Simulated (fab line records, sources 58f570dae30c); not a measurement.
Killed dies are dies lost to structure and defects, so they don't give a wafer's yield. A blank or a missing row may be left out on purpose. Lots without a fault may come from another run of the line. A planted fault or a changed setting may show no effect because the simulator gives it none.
fab line records | flow berkeley_cmos170
record lots=5 wafers=15 last_day=10
route steps=331 shown M2@272
lots that met no fault: from a run of the same line without faults
start_h: hours from the record's first day to the start of the lot's first wafer shown | wait_h: hours since the lot's step before | " the same as in the row above | L1.1+2: a row that stands for several wafers | - no value, or no start given | * or withheld: withheld | < > ~ a bound
route shown NAME@n: a module of which the file shows steps, and the number in the route of the first | usual: mean/standard deviation of fault-free wafers | same: alike in all rows | chamber/n: place in a boat | sites: the reading at each site | _std_site: their standard deviation | _edge_site: outer sites' mean less inner sites' | radius_mm: how far each site lies from the wafer's centre | mask NAME#n: copy n | behind: the tool/chamber that last shaped the wafer | hold: why the lot was held/for how many hours/how that ended | device: the transistor (n, p or np) that didn't switch | end of line: the same wafers' tests at the end of the route | a step without rows: its recipe alone | killed: dies lost to structure and defects at the first sort, not the wafer's yield | map: a wafer's dies, x killed, . not, _ none there
set.NAME: the setting as run; set.NAME@STEP: as run at that earlier step | model.NAME: the simulator's own value behind a step, which no gauge read
lots at some steps of the route; a table a step, a row a wafer
services: from which hour (start_h, from the record's first day; less than 0 if before it) a tool's chamber was out of use, for how many hours, and why
## steps
# step UCB170_M2_SPUTTER_01
# recipe material=Al target_thk_nm=900 time_s=120 power_w=6000 chamber_pressure_pa=0.5
# usual throttle_valve_pct=29.8/0.82
# columns lot.wafer tool chamber start_h wait_h throttle_valve_pct
L075.3 pvd_sputter-02 - 157.39 0.0 28.9
L075.4 " - " " 30.3
L075.5 " - " " 30.5
L083.2 pvd_sputter-02 - 214.93 0.0 28.9
L083.4 " - " " 31.2
L083.6 " - " " 30.1
L087.1 pvd_sputter-04 - 226.61 0.0 29.4
L087.5 " - " " 30.3
L087.6 " - " " 30.4
L088.1 pvd_sputter-02 - 227.19 0.0 31.2
L088.2 " - " " 29.9
L088.4 " - " " 30.8
L090.1 pvd_sputter-02 - 236.63 0.0 31.2
L090.2 " - " " 28.6
L090.3 " - " " 29.9
# step UCB170_M2_RS_MEAS_02
# recipe thk_meas_gauge=four-point-probe reads=Al_of_M2_SPUTTER_01
# usual M2_AL_RS=0.0321/0.00039
# columns lot.wafer tool chamber start_h wait_h M2_AL_RS[ohm/sq]
L075.3 film_metro-04 - 157.52 0.1 0.0318
L075.4 " - " " 0.0315
L075.5 " - " " 0.0318
L083.2 film_metro-03 - 215.03 0.1 0.0331
L083.4 " - " " 0.0328
L083.6 " - " " 0.0325
L087.1 film_metro-03 - 226.70 0.0 0.0320
L087.5 " - " " 0.0322
L087.6 " - " " 0.0321
L088.1 film_metro-03 - 227.28 0.0 0.0323
L088.2 " - " " 0.0318
L088.4 " - " " 0.0319
L090.1 film_metro-02 - 236.71 0.0 0.0327
L090.2 " - " " 0.0327
L090.3 " - " " 0.0325
# step UCB170_M2_THK_MEAS_03
# recipe thk_meas_gauge=xrf reads=Al_of_M2_SPUTTER_01
# usual M2_AL_THK=902/12
# columns lot.wafer tool chamber start_h wait_h M2_AL_THK[nm]
L075.3 film_metro-04 - 157.62 0.1 910
L075.4 " - " " 918
L075.5 " - " " 914
L083.2 film_metro-03 - 215.14 0.1 874
L083.4 " - " " 883
L083.6 " - " " 890
L087.1 film_metro-03 - 226.82 0.1 902
L087.5 " - " " 897
L087.6 " - " " 898
L088.1 film_metro-03 - 227.40 0.1 895
L088.2 " - " " 905
L088.4 " - " " 903
L090.1 film_metro-02 - 236.83 0.1 900
L090.2 " - " " 897
L090.3 " - " " 897
# step UCB170_M2_HMDS_04
# recipe prime_time_s=60 prime_temp_c=100
# usual exhaust_pa=44.7/0.8
# columns lot.wafer tool chamber start_h wait_h exhaust_pa
L075.3 litho_track-01 0 157.71 0.1 44.5
L075.4 " 0 " " 42.7
L075.5 " 0 " " 44.3
L083.2 litho_track-04 0 215.21 0.1 43.9
L083.4 " 0 " " 44.7
L083.6 " 0 " " 43.4
L087.1 litho_track-01 0 226.88 0.1 46.2
L087.5 " 0 " " 45.3
L087.6 " 0 " " 45.1
L088.1 litho_track-01 0 227.78 0.4 44.7
L088.2 " 0 " " 44.9
L088.4 " 0 " " 45.3
L090.1 litho_track-03 0 236.89 0.1 45.0
L090.2 " 0 " " 44.8
L090.3 " 0 " " 46.1
# step UCB170_M2_COAT_05
# recipe resist=KrF spin_rpm=1500 resist_thk_nm=900
# usual exhaust_pa=44.9/0.82
# columns lot.wafer tool chamber start_h wait_h exhaust_pa
L075.3 litho_track-01 0 157.86 0.1 44.6
L075.4 " 0 " " 44.9
L075.5 " 0 " " 44.4
L083.2 litho_track-04 0 215.36 0.1 44.5
L083.4 " 0 " " 44.5
L083.6 " 0 " " 45.0
L087.1 litho_track-01 0 227.03 0.1 44.1
L087.5 " 0 " " 43.5
L087.6 " 0 " " 44.3
L088.1 litho_track-01 0 227.93 0.1 46.1
L088.2 " 0 " " 45.1
L088.4 " 0 " " 46.5
L090.1 litho_track-03 0 237.04 0.1 44.9
L090.2 " 0 " " 44.6
L090.3 " 0 " " 44.8
# step UCB170_M2_SOFTBAKE_06
# recipe resist=KrF temp_c=130 time_s=60
# usual exhaust_pa=44.9/0.83
# columns lot.wafer tool chamber start_h wait_h exhaust_pa
L075.3 litho_track-01 0 158.01 0.1 45.5
L075.4 " 0 " " 45.5
L075.5 " 0 " " 45.8
L083.2 litho_track-04 0 215.51 0.1 43.9
L083.4 " 0 " " 44.6
L083.6 " 0 " " 44.3
L087.1 litho_track-01 0 227.18 0.1 45.7
L087.5 " 0 " " 45.3
L087.6 " 0 " " 45.2
L088.1 litho_track-01 0 228.08 0.1 46.7
L088.2 " 0 " " 44.9
L088.4 " 0 " " 46.7
L090.1 litho_track-03 0 237.19 0.1 45.1
L090.2 " 0 " " 45.6
L090.3 " 0 " " 45.5
# step UCB170_M2_STRIP_07
# recipe chemistry=O2 power_w=400 pressure_mtorr=3500 platen_temp_c=withheld o2_flow_sccm=400 overash_fraction=0.5
# usual drypump_motor_current_A=5.7/0.62 o2_flow_sccm=400.0/1.1 oes_product_au=0.735/0.0043 strip_time_to_endpoint_s=21.96/0.071
# same overash_fraction=0.5
# columns lot.wafer tool chamber start_h wait_h drypump_motor_current_A o2_flow_sccm oes_product_au rf_hours_counter_h strip_time_to_endpoint_s
L075.3 plasma_asher-03 0 158.14 0.1 6.1 400.4 0.734 - 21.95
L075.4 " 1 " " 4.9 399.0 0.732 - 21.95
L075.5 " 0 " " 6.1 400.0 0.732 - 21.97
L083.2 plasma_asher-03 1 215.64 0.1 4.9 400.7 0.736 8 21.88
L083.4 " 1 " " 4.9 402.4 0.733 - 22.02
L083.6 " 1 " " 4.9 399.3 0.737 - 21.96
L087.1 plasma_asher-04 1 227.33 0.1 5.7 399.6 0.735 54 21.97
L087.5 " 0 " " 6.7 399.4 0.730 - 22.03
L087.6 " 1 " " 5.7 399.1 0.740 - 21.99
L088.1 plasma_asher-01 0 228.23 0.1 5.0 399.3 0.741 58 21.96
L088.2 " 1 " " 5.5 398.6 0.738 58 21.84
L088.4 " 1 " " 5.5 399.5 0.729 - 21.92
L090.1 plasma_asher-03 0 237.34 0.1 6.0 400.3 0.731 11 21.89
L090.2 " 1 " " 4.9 400.2 0.729 11 21.96
L090.3 " 1 " " 4.9 398.9 0.736 - 21.90
# step UCB170_M2_STRIP_08
# recipe chemistry=DMSO temp_c=80 time_s=600 material=KrF
# columns lot.wafer tool chamber start_h wait_h
L075.3+4+5 wet_bench-01 1 158.21 0.0
L083.2+4+6 wet_bench-01 3 215.92 0.3
L087.1+5+6 wet_bench-02 2 227.43 0.1
L088.1+2+4 wet_bench-02 2 228.33 0.1
L090.1+2+3 wet_bench-02 0 237.90 0.5
# step UCB170_M2_COAT_09
# recipe resist=BARC temp_c=withheld time_s=withheld spin_rpm=3000 resist_thk_nm=withheld
# usual exhaust_pa=44.9/0.87
# columns lot.wafer tool chamber start_h wait_h exhaust_pa
L075.3 litho_track-01 0 158.43 0.1 43.9
L075.4 " 0 " " 44.2
L075.5 " 0 " " 44.2
L083.2 litho_track-03 0 216.64 0.5 45.4
L083.4 " 0 " " 44.4
L083.6 " 0 " " 44.5
L087.1 litho_track-04 0 227.97 0.4 44.6
L087.5 " 0 " " 45.2
L087.6 " 0 " " 44.1
L088.1 litho_track-04 0 228.87 0.4 44.8
L088.2 " 0 " " 44.7
L088.4 " 0 " " 44.6
L090.1 litho_track-01 0 238.45 0.4 43.0
L090.2 " 0 " " 43.8
L090.3 " 0 " " 43.8
# step UCB170_M2_COAT_10
# recipe resist=KrF spin_rpm=1500 resist_thk_nm=900
# usual exhaust_pa=44.9/0.8
# columns lot.wafer tool chamber start_h wait_h exhaust_pa
L075.3 litho_track-01 0 - - 44.6
L075.4 " 0 " " 43.9
L075.5 " 0 " " 44.3
L083.2 litho_track-03 0 - - 45.1
L083.4 " 0 " " 44.3
L083.6 " 0 " " 44.8
L087.1 litho_track-04 0 - - 45.4
L087.5 " 0 " " 44.6
L087.6 " 0 " " 45.4
L088.1 litho_track-04 0 - - 45.4
L088.2 " 0 " " 44.8
L088.4 " 0 " " 45.4
L090.1 litho_track-01 0 - - 44.7
L090.2 " 0 " " 45.1
L090.3 " 0 " " 45.0
# step UCB170_M2_SOFTBAKE_11
# recipe resist=KrF temp_c=130 time_s=60
# usual exhaust_pa=45.1/0.81
# columns lot.wafer tool chamber start_h wait_h exhaust_pa
L075.3 litho_track-01 0 - - 44.0
L075.4 " 0 " " 45.6
L075.5 " 0 " " 43.5
L083.2 litho_track-03 0 - - 44.7
L083.4 " 0 " " 43.8
L083.6 " 0 " " 44.3
L087.1 litho_track-04 0 - - 45.8
L087.5 " 0 " " 46.0
L087.6 " 0 " " 45.2
L088.1 litho_track-04 0 - - 44.1
L088.2 " 0 " " 44.9
L088.4 " 0 " " 43.4
L090.1 litho_track-01 0 - - 45.5
L090.2 " 0 " " 45.0
L090.3 " 0 " " 45.4
# step UCB170_M2_EXPOSE_12
# recipe mask_id=METAL2 target_cd_nm=700 na=0.5 sigma_outer=0.6 source_shape=conventional dose_mj=26
# usual focus_offset_nm=0.0/0.64
# same na=0.5
# columns lot.wafer tool chamber start_h wait_h mask focus_offset_nm
L075.3 krf_scanner-02 0 159.00 - METAL2#0 -0.1
L075.4 " 0 " " METAL2#0 -0.8
L075.5 " 0 " " METAL2#0 -0.6
L083.2 krf_scanner-01 0 217.08 - METAL2#0 0.4
L083.4 " 0 " " METAL2#0 1.0
L083.6 " 0 " " METAL2#0 -0.1
L087.1 krf_scanner-01 0 228.42 - METAL2#0 0.4
L087.5 " 0 " " METAL2#0 -0.3
L087.6 " 0 " " METAL2#0 0.1
L088.1 krf_scanner-02 0 229.45 - METAL2#0 0.3
L088.2 " 0 " " METAL2#0 0.3
L088.4 " 0 " " METAL2#0 0.7
L090.1 krf_scanner-01 0 238.95 - METAL2#0 0.5
L090.2 " 0 " " METAL2#0 -0.1
L090.3 " 0 " " METAL2#0 0.1
# step UCB170_M2_PEB_13
# recipe peb_temp_c=130 peb_time_s=withheld resist=KrF
# usual exhaust_pa=45.1/0.86
# columns lot.wafer tool chamber start_h wait_h exhaust_pa
L075.3 litho_track-01 0 159.12 0.1 45.3
L075.4 " 0 " " 46.0
L075.5 " 0 " " 44.3
L083.2 litho_track-03 0 217.36 0.3 44.1
L083.4 " 0 " " 45.1
L083.6 " 0 " " 44.6
L087.1 litho_track-01 0 228.95 0.5 44.2
L087.5 " 0 " " 44.7
L087.6 " 0 " " 44.3
L088.1 litho_track-01 0 229.56 0.1 45.0
L088.2 " 0 " " 45.2
L088.4 " 0 " " 45.0
L090.1 litho_track-04 0 239.16 0.2 46.2
L090.2 " 0 " " 45.8
L090.3 " 0 " " 48.0
# step UCB170_M2_DEVELOP_14
# recipe developer=TMAH develop_time_s=45 resist=KrF dev_temp_c=21
# usual exhaust_pa=44.9/0.87
# columns lot.wafer tool chamber start_h wait_h exhaust_pa
L075.3 litho_track-01 0 - - 45.4
L075.4 " 0 " " 46.0
L075.5 " 0 " " 45.8
L083.2 litho_track-03 0 - - 43.2
L083.4 " 0 " " 44.1
L083.6 " 0 " " 44.9
L087.1 litho_track-01 0 - - 44.2
L087.5 " 0 " " 44.1
L087.6 " 0 " " 43.9
L088.1 litho_track-01 0 - - 44.3
L088.2 " 0 " " 47.4
L088.4 " 0 " " 46.9
L090.1 litho_track-04 0 - - 46.6
L090.2 " 0 " " 45.7
L090.3 " 0 " " 46.1
# step UCB170_M2_CD_MEAS_15
# recipe target_cd_nm=700
# usual cd_nm=699.7/1.3
# columns lot.wafer tool chamber start_h wait_h cd_nm
L075.3 cd_sem-02 - 159.39 - 700.6
L075.4 " - " " 701.1
L075.5 " - " " 699.6
L083.2 cd_sem-01 - 217.69 - 699.3
L083.4 " - " " 699.8
L083.6 " - " " 698.3
L087.1 cd_sem-02 - 229.31 - 699.3
L087.5 " - " " 698.7
L087.6 " - " " 699.1
L088.1 cd_sem-02 - 229.92 - 698.2
L088.2 " - " " 699.2
L088.4 " - " " 699.0
L090.1 cd_sem-01 - 239.52 - 696.6
L090.2 " - " " 697.5
L090.3 " - " " 697.8
# step UCB170_M2_OVL_MEAS_16
# usual M2_OVL=1/5.9
# columns lot.wafer tool chamber start_h wait_h M2_OVL[nm]
L075.3 overlay-02 - 159.48 0.1 -18
L075.4 " - " " -9
L075.5 " - " " -7
L083.2 overlay-01 - 217.79 0.1 -3
L083.4 " - " " -1
L083.6 " - " " 1
L087.1 overlay-01 - 229.43 0.1 4
L087.5 " - " " 0
L087.6 " - " " 4
L088.1 overlay-02 - 230.04 0.1 9
L088.2 " - " " 4
L088.4 " - " " -4
L090.1 overlay-01 - 239.64 0.1 -2
L090.2 " - " " 2
L090.3 " - " " -3
# step UCB170_M2_ETCH_17
# recipe chemistry=N2/H2 target_depth_a=withheld overetch_a=withheld target=BARC time_s=withheld source_w=500 bias_w=100 pressure_mtorr=30 n2_flow_sccm=100 h2_flow_sccm=200
# usual bias_w=100.0/0.35 drypump_motor_current_A=5.8/0.36 oes_product_au=0.998/0.014 throttle_valve_pct=13.20/0.17
# columns lot.wafer tool chamber start_h wait_h bias_w drypump_motor_current_A oes_product_au throttle_valve_pct
L075.3 rie_diel-03 0 159.50 0.0 100.5 5.5 1.001 13.52
L075.4 " 2 " " 99.9 6.0 0.987 13.03
L075.5 " 3 " " 100.2 5.3 1.005 13.26
L083.2 rie_diel-01 2 217.82 0.0 100.1 6.7 1.003 13.04
L083.4 " 2 " " 100.0 6.6 1.001 13.04
L083.6 " 3 " " 99.2 5.5 0.980 12.96
L087.1 rie_diel-03 1 229.47 0.0 100.7 5.5 0.996 13.46
L087.5 " 0 " " 100.1 5.5 0.989 13.52
L087.6 " 3 " " 99.9 5.3 0.999 13.23
L088.1 rie_diel-04 2 230.07 0.0 99.8 6.0 1.000 13.02
L088.2 " 1 " " 100.6 5.7 1.017 13.23
L088.4 " 3 " " 100.0 5.7 0.997 13.07
L090.1 rie_diel-03 2 239.68 0.0 100.4 6.0 0.985 13.03
L090.2 " 1 " " 100.1 5.5 0.997 13.46
L090.3 " 3 " " 100.1 5.3 0.998 13.25
## services
# columns tool chamber start_h hours kind
krf_scanner-02 - 154.96 1.0 pm
rie_diel-04 2 159.62 23.3 repair
rie_diel-03 0 162.65 1.4 repair
rie_diel-01 2 169.10 12.9 repair
rie_diel-04 1 172.90 39.9 repair
krf_scanner-01 - 174.40 3.4 repair
krf_scanner-02 - 182.44 1.3 pm
pvd_sputter-02 - 200.96 2.4 repair
rie_diel-01 1 202.30 - clean
rie_diel-01 1 202.30 20.0 scheduled_down
rie_diel-01 1 202.30 20.0 vent_cycle
pvd_sputter-04 3 204.91 - consumable_replace:kit
pvd_sputter-04 3 204.91 18.0 scheduled_down
pvd_sputter-04 3 204.91 18.0 vent_cycle
rie_diel-01 0 213.44 4.2 repair
rie_diel-03 - 218.63 4.0 pm
krf_scanner-01 - 218.90 1.0 pm
krf_scanner-02 - 225.40 0.2 repair
krf_scanner-01 - 233.00 0.5 repair
rie_diel-03 0 233.42 36.3 repair
rie_diel-01 - 236.00 0.2 repair
## key
fault none
